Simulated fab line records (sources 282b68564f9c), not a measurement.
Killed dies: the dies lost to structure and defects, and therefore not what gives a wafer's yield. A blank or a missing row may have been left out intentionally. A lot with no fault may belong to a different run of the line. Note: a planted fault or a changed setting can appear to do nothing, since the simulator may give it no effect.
Comparing a struck lot with a sound one || flow ritCmos || 15 out of 202 route steps
Sound: wafers L485.3, L485.4, L485.5. Struck: wafers L490.1, L490.2, L490.4. At the end, the cause is stated.
Order at every step that has rows: each side's tool, ch and its chambers, its first start. Under that, the readings that differ: sound wafers || struck wafers || difference of the means || sigmas: that difference in standard deviations of wafers without a fault.
alike: readings with means less than 2 such deviations apart, plus words and numbers identical on both sides. not compared: withheld readings, readings lacking a value on some wafer, bounds such as >300 that could conceal the same value, and numbers that have no deviation in the record and whose values overlap.
The two part at a step that has a row with sigmas, a row that says differs or no value, or rows on one side only. Numbers that have no deviation but don't overlap get no sigmas and don't part them. Lack of a reading on every wafer of one side parts them only where that side has two or more wafers.

RIT_PWELL_TW_MEAS_10:
  sound on filmMetro-01, day 2 22:03; struck on filmMetro-01, day 3 23:20
  alike: PWELL_TW
then, 1 step without rows for these wafers: RIT_WELLDRIVE_ANNEAL_00 (time 14700 s).
RIT_WELLDRIVE_RS_MEAS_01: a four-point-probe measurement.
  sound on filmMetro-01, day 3 06:46; struck on filmMetro-01, day 4 06:38
  alike: NWELL_RS
RIT_WELLDRIVE_RS_MEAS_02: a four-point-probe measurement.
  sound on filmMetro-01, day 3 06:53; struck on filmMetro-01, day 4 06:46
  alike: PWELL_RS
then, 6 steps without rows for these wafers: RIT_NRETRO_HMDS_00 (prime time 60 s); RIT_NRETRO_COAT_01 (resist thk 1300 nm); RIT_NRETRO_SOFTBAKE_02 (time 60 s); RIT_NRETRO_EXPOSE_03 (exposes mask M4, target cd 43900 nm); RIT_NRETRO_PEB_04; RIT_NRETRO_DEVELOP_05 (develop time 68 s).
RIT_NRETRO_OVL_MEAS_06:
  sound on overlay-02, day 3 07:51; struck on overlay-02, day 4 07:46
  alike: NRETRO_OVL
then, 1 step without rows for these wafers: RIT_NRETRO_HARDBAKE_07 (time 120 s).
RIT_NRETRO_IMPLANT_08:
  sound on implanter-03 ch 0, day 3 08:11; struck on implanter-03 ch 0, day 4 08:02
{"reading": "beamEnergyKeV", "sound": "69.967 69.994 69.987", "struck": "68.290 68.239 68.251", "difference": -1.723, "sigmas": -82}
{"reading": "model.implant.drpNm (nm)", "sound": "33.94 33.94 33.94", "struck": "33.22 33.22 33.22", "difference": -0.72, "sigmas": ""}
RIT_NRETRO_STRIP_09: strips in O2, time 180 s.
  sound on plasmaAsher-03 ch 0,1, day 3 08:20; struck on plasmaAsher-01 ch 0,1, day 4 08:11
  alike: drypumpMotorCurrentA, o2FlowSccm, rfReflPowerW
  not compared: rfHoursCounterH
RIT_M1_PROBE_99:
  sound on prober-01, day 4 14:59; struck on prober-02, day 5 14:10
  alike: killedAtContacts, killedAtFrontEnd, killedDies, killedOpen, killedShort

## WHERE THEY PART
Only at RIT_NRETRO_IMPLANT_08, as far as this record shows. Later steps at which nothing parts them and some readings are alike: RIT_NRETRO_STRIP_09, RIT_M1_PROBE_99.

WHY: what the simulator had put in
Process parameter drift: implanter-03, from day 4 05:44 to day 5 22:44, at RIT_NRETRO_IMPLANT_08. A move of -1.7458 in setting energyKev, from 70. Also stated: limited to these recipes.
